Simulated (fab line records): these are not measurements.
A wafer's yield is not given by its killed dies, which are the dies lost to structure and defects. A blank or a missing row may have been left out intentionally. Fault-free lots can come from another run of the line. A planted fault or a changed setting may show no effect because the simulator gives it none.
Problem report, 8D (eight disciplines) form, completed by code | flow ritCmos | the parts of the form that need people (team, actions taken, sign-off) are left out

## 1. THE PROBLEM
Mean PSD_OVL at RIT_PSD_OVL_MEAS_06: -150.2 nm over 6 wafers in 2 lots; fault-free wafers: -0.4 nm, standard deviation 1.3. So: -99 or more standard deviations from the usual mean.
The first sign was on wafer L611.1 at day 4 22:16, on overlay-01. At this step, 39 wafers from 13 lots have a number in the record. Rule for "out", or "out of limits": more than 4 standard deviations from the usual mean. Any other wafer with a number is counted as sound.

## 2. WHAT IT IS; WHAT IT IS NOT
question                    | is                     | is not
which readings at this step | PSD_OVL                | -
which lots                  | L611, L612             | L604, L605, L606, L607, L608, L610, L617, L618, L621, L623, L626
which wafers of those lots  | all that have a number | -
read on which gauges        | overlay-01, overlay-02 | -
when                        | from day 4 22:16       | up to then (18 sound wafers); but 15 sound wafers of L617, L618, L621, L623, L626 came after

## 3. SUSPECTS, AND WHAT RULES EACH OUT
Counting: a tool at any process step up to the reading remains a suspect when it ran all the lots that are out and ran no sound lot after the first of those.
- the gauge at RIT_PSD_OVL_MEAS_06: ruled out. 2 gauges (overlay-01, overlay-02) read the wafers that are out.
- ilineStepper-02 at RIT_PSD_EXPOSE_03 (exposes mask M10, target cd 40900 nm): kept. Every lot that is out went through it, starting with L611 (day 4 21:47), and after that it ran no sound lot; the last sound lot it ran before then is L610 (day 4 11:05).
Remaining after the count: ilineStepper-02 at RIT_PSD_EXPOSE_03.

## 4. THE CAUSE (what the simulator had put in)
Scanner matching overlay: ilineStepper-02, from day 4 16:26 on, at RIT_PSD_EXPOSE_03. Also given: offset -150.
Only this tool survived the counting.

## 5. THE CHAIN OF EFFECTS, in route order
Each row: a reading whose mean over the struck wafers that have a number lies more than 3 standard deviations from the usual. Only readings whose record carries a usual standard deviation are examined. hours: median over the lots of the time between each lot's start at the first step of this table that gives one and its start at this step. sigmas: the change, counted in usual standard deviations.
hours | step                | reading | usual   | on struck wafers | change | sigmas
0     | RIT_PSD_OVL_MEAS_06 | PSD_OVL | -0.4 nm | -150.2           | -149.8 | -99 or more

## 6. WHAT WOULD HAVE CAUGHT IT SOONER
Counted from the fault's start at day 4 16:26, it took 6 hours until the first out-of-limits reading at a measuring or inspecting step in this record, taken at day 4 22:16.
No tool reading at RIT_PSD_EXPOSE_03 that has a usual standard deviation in the record was out on any struck wafer, so an alarm limit of 4 standard deviations on those readings would not have fired.
Lots out: 2; of these, L612 started RIT_PSD_EXPOSE_03 on ilineStepper-02 after day 4 22:16. Holding the tool at that time would have saved it.
